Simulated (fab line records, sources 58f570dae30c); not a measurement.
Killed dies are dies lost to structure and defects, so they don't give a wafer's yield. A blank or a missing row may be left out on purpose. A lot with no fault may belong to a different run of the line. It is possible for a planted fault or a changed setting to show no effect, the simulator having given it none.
Chamber matching ; flow berkeley_cmos170 ; cmp-01 running UCB170_V1_CMP_02: 4 sister chambers
The step polishes SiO2. 18 wafers are shown with their chamber, then 9 later ones without.

## WAFERS WITH THEIR CHAMBER
wafer;chamber;motor_current_A (A);platen_rpm (rpm);retaining_ring_pressure_frac
L744.1;1;14.6;60.04;1.002
L744.5;1;15.7;60.05;1.000
L744.6;0;15.6;60.02;0.995
L746.1;3;18.0;59.99;1.005
L746.2;0;16.0;60.04;1.000
L746.6;1;15.5;60.01;0.995
L747.1;2;16.1;59.98;0.995
L747.3;0;15.8;60.04;0.993
L747.5;2;16.8;60.05;1.004
L753.2;2;18.1;59.98;1.000
L753.3;3;17.2;60.00;1.000
L753.5;1;14.8;60.04;1.010
L755.2;3;17.9;60.04;0.994
L755.3;0;16.1;59.97;1.007
L755.6;1;15.7;60.06;1.002
L758.1;1;15.6;59.98;1.000
L758.2;3;18.3;60.01;1.000
L758.5;0;15.4;59.98;1.000

SIGNATURES (averages over the wafers above)
reading;chamber 0;chamber 1;chamber 2;chamber 3;scatter within a chamber
motor_current_A;15.780;15.317;17.000;17.850;0.549
platen_rpm;60.0100;60.0300;60.0033;60.0100;0.031
retaining_ring_pressure_frac;0.99900;1.00150;0.99967;0.99975;0.00492
Rule: for a wafer and a chamber, the distance is found by dividing, reading by reading, the gap between the wafer's reading and the chamber's mean by the reading's scatter, squaring, summing and taking the root. The wafer belongs to the nearest chamber; if the next one is less than 2 further off, it can't be placed. The scatter: the root of (the sum of the squares of (reading less its chamber's mean) over the shown wafers, divided by (wafers less chambers)).

## WAFERS MISSING THEIR CHAMBER
wafer;motor_current_A (A);platen_rpm (rpm);retaining_ring_pressure_frac
L761.1;16.8;60.05;0.996
L761.2;15.6;59.96;0.994
L761.6;17.1;59.97;0.997
L764.2;16.7;60.04;0.999
L764.4;18.0;60.02;1.008
L764.6;14.8;60.01;0.998
L765.2;17.6;60.00;0.998
L765.4;16.0;60.01;1.003
L765.6;15.5;59.94;1.002

## THE CHAMBER EACH PASSED THROUGH
wafer;from the rows above;in truth
L761.1;can't be placed: 2 or 0 or 3 or 1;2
L761.2;can't be placed: 0 or 1 or 2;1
L761.6;can't be placed: 2 or 3 or 0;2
L764.2;can't be placed: 2 or 0 or 3 or 1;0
L764.4;can't be placed: 3 or 2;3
L764.6;can't be placed: 1 or 0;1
L765.2;can't be placed: 3 or 2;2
L765.4;can't be placed: 0 or 1 or 2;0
L765.6;can't be placed: 0 or 1 or 2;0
Correctly placed: 0 of 9. These rows do not allow placing 9 (true chamber among the candidates in 9). 0 placed wrongly.
